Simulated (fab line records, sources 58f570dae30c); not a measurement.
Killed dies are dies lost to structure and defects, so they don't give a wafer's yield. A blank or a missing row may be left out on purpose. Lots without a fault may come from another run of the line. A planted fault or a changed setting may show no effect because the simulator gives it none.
A sampling plan put to the test | flow berkeley_cmos170 | one fab line, 8 faults that these records tell of, each judged on the records of the lots that it struck
The plan is the line's own looks: the steps of the route at which a gauge or an inspection reads the wafer and doesn't change it. A look can be judged if struck wafers have a number there and the file gives its usual mean and standard deviation on fault-free wafers. Caught: at a look after the fault's first step, the mean of the struck wafers lies 4 or more of those standard deviations (sigma) from the usual mean. On the tool: the same test on the tool's own readings at the fault's steps. Another recipe on the struck wafers, or a record that is blank for them alone, also counts as caught.

THE FAULTS, as the simulator had put them in
1. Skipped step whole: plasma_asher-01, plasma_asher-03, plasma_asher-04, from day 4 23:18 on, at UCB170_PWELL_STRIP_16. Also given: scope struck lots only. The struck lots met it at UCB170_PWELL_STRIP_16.
2. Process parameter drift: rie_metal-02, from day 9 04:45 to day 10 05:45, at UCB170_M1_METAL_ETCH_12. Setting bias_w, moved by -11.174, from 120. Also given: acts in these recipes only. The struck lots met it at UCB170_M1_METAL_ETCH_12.
3. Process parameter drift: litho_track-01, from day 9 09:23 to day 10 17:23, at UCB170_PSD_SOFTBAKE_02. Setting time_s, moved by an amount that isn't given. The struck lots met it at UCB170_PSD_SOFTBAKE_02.
4. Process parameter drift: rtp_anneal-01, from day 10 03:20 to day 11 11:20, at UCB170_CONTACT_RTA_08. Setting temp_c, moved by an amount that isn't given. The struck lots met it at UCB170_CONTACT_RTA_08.
5. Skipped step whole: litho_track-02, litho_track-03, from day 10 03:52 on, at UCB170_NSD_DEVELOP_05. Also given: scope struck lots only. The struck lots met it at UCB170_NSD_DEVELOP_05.
6. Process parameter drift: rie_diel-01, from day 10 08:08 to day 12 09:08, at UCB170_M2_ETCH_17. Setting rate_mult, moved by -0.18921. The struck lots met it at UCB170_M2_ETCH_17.
7. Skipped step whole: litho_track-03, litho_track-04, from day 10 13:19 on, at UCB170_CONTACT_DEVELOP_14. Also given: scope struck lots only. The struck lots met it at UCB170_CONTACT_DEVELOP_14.
8. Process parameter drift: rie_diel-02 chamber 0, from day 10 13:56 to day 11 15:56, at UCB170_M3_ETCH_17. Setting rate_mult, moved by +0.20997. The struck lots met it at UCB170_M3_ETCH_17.

WHAT THE PLAN SAW
fault | on the tool itself                               | first look that catches it                   | reading, sigma | median hours from its first step to that look | hours from the fault's start to the first struck lot there | judged looks passed uncaught
1     | the tool's record is blank for the struck wafers | no look after it can be judged               | -              | -                                             | -                                                          | 0
2     | bias_w -33 sigma                                 | not the one look that can be judged after it | -              | -                                             | -                                                          | 1
3     | run_length_s -43 sigma                           | not the one look that can be judged after it | -              | -                                             | -                                                          | 1
4     | wafer_temp_C_max -11 sigma                       | not the one look that can be judged after it | -              | -                                             | -                                                          | 1
5     | the tool's record is blank for the struck wafers | no look after it can be judged               | -              | -                                             | -                                                          | 0
6     | oes_product_au -5.9 sigma                        | no look after it can be judged               | -              | -                                             | -                                                          | 0
7     | the tool's record is blank for the struck wafers | no look after it can be judged               | -              | -                                             | -                                                          | 0
8     | oes_product_au +6.6 sigma                        | no look after it can be judged               | -              | -                                             | -                                                          | 0
A dash: the fault isn't caught, or these records don't give the number.

Caught at a look: 0 of 8. Caught on the tool: 8 of 8. By one or the other: 8 of 8.
Caught on the tool alone: faults 1, 2, 3, 4, 5, 6, 7, 8.
